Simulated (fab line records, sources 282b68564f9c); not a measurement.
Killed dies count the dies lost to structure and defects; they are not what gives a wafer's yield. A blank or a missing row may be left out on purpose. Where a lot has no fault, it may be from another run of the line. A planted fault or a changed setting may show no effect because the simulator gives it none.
One fault through the eyes of 2 desks + flow rit cmos + each desk has only its own numbers; what lay behind them comes last

== AT THE METROLOGY DESK ==
Means of the sampled wafers that have a number, per lot and without regard to the tool the lot ran on: this is what the gauges read. Any lot whose mean is over 4 standard deviations away from the usual mean is out of limits and marked OUT; that distance is given in the brackets.
Columns: A = ACTIVE_NITRIDE_THK at RIT_ACTIVE_THK_MEAS_04, usual 149.8 nm; B = PWELL_OVL at RIT_PWELL_OVL_MEAS_06, usual 0.2 nm; C = GATE_OXIDE_THK at RIT_GATE_THK_MEAS_07, usual 3.00 nm; D = GATE_OVL at RIT_GATE_OVL_MEAS_17, usual -0.3 nm
| lot  | first seen here | A               | B    | C    | D    |
|------|-----------------|-----------------|------|------|------|
| L267 | day 1 13:32     | 147.8           | 0.8  | 2.95 | 0.2  |
| L268 | day 1 18:32     | 150.9           | -1.2 | 2.99 | -0.6 |
| L269 | day 1 23:32     | 149.7           | 0.2  | 3.00 | -1.8 |
| L270 | day 2 04:37     | 151.9           | 1.0  | 2.97 | 0.1  |
| L271 | day 2 11:17     | 149.6           | 0.7  | 3.03 | -0.3 |
| L272 | day 2 14:32     | 151.4           | 0.3  | 2.96 | 0.5  |
| L274 | day 3 00:32     | 195.4 (+27) OUT | 0.7  | 3.13 | -1.2 |
| L282 | day 4 17:14     | 149.2           | 3.2  | 2.97 | -0.6 |
| L285 | day 5 09:43     | 150.0           | -1.6 | 2.97 | -1.0 |
| L286 | day 5 13:37     | 150.0           | -0.6 | 3.04 | -0.8 |
| L287 | day 5 18:23     | 149.3           | -0.9 | 2.96 | 0.9  |
| L289 | day 6 04:25     | 150.1           | 0.7  | 2.95 | -1.9 |
| L290 | day 6 13:49     | 150.5           | -1.1 | 3.04 | -0.6 |
This desk's result: L274 out of limits, first on L274 (ACTIVE_NITRIDE_THK at RIT_ACTIVE_THK_MEAS_04), day 3 00:32. L267, L268, L269, L270, L271, L272, L282, L285, L286, L287, L289, L290 stayed within limits.

== TOOL OWNER'S DESK, lpcvd-01 ==
The tool's own readings at RIT_ACTIVE_CVD_03 (deposits Si3N4 from SiH2Cl2/NH3, target thk 150 nm, time 1500 s): means of the sampled wafers that have a number, for each lot that ran on this tool. Any lot whose mean is over 4 standard deviations away from the usual mean is out of limits and marked OUT; that distance is given in the brackets.
Columns: A = nh3 flow sccm at RIT_ACTIVE_CVD_03, usual 149.9 sccm; B = spike tc centre C at RIT_ACTIVE_CVD_03, usual 812.5 C; C = spike tc load C at RIT_ACTIVE_CVD_03, usual 837.6 C; D = spike tc source C at RIT_ACTIVE_CVD_03, usual 830.7 C; E = susceptor temp C at RIT_ACTIVE_CVD_03, usual 809.9 C; F = zone power source pct at RIT_ACTIVE_CVD_03, usual 19.1 %
| lot  | first seen here | A     | B               | C                | D                | E               | F    |
|------|-----------------|-------|-----------------|------------------|------------------|-----------------|------|
| L268 | day 1 17:07     | 149.6 | 813.2           | 834.5            | 827.1            | 809.7           | 19.0 |
| L270 | day 2 03:11     | 150.2 | 811.9           | 838.6            | 829.9            | 810.1           | 20.0 |
| L272 | day 2 13:07     | 149.8 | 812.5           | 839.6            | 829.6            | 810.4           | 19.8 |
| L274 | day 2 23:07     | 150.3 | 827.2 (+15) OUT | 849.6 (+5.0) OUT | 842.6 (+5.2) OUT | 825.0 (+44) OUT | 19.8 |
| L289 | day 6 03:00     | 150.4 | 812.6           | 834.9            | 828.9            | 810.3           | 19.1 |
| L290 | day 6 12:24     | 150.3 | 812.4           | 838.6            | 828.8            | 810.2           | 19.8 |
This desk's finding: out of limits on L274; first on L274, day 2 23:07 (spike tc centre C at RIT_ACTIVE_CVD_03). L268, L270, L272, L289, L290 stayed within limits.

== ALL TOGETHER ==
At day 2 23:07, on L274, the tool owner's desk was in a position to raise an alarm.
At day 3 00:32 the metrology desk could have sounded an alarm, on L274.
Of the lots named, all ran RIT_ACTIVE_CVD_03 on lpcvd-01.

== WHAT THE SIMULATOR HAD INSERTED ==
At RIT_ACTIVE_CVD_03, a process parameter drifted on lpcvd-01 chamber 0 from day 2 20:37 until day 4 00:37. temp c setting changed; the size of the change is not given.
Struck lots among those shown: L274.
Counting hours from when the fault started, the first reading out of limits came at 2 for the tool owner's desk and at 4 for the metrology desk.
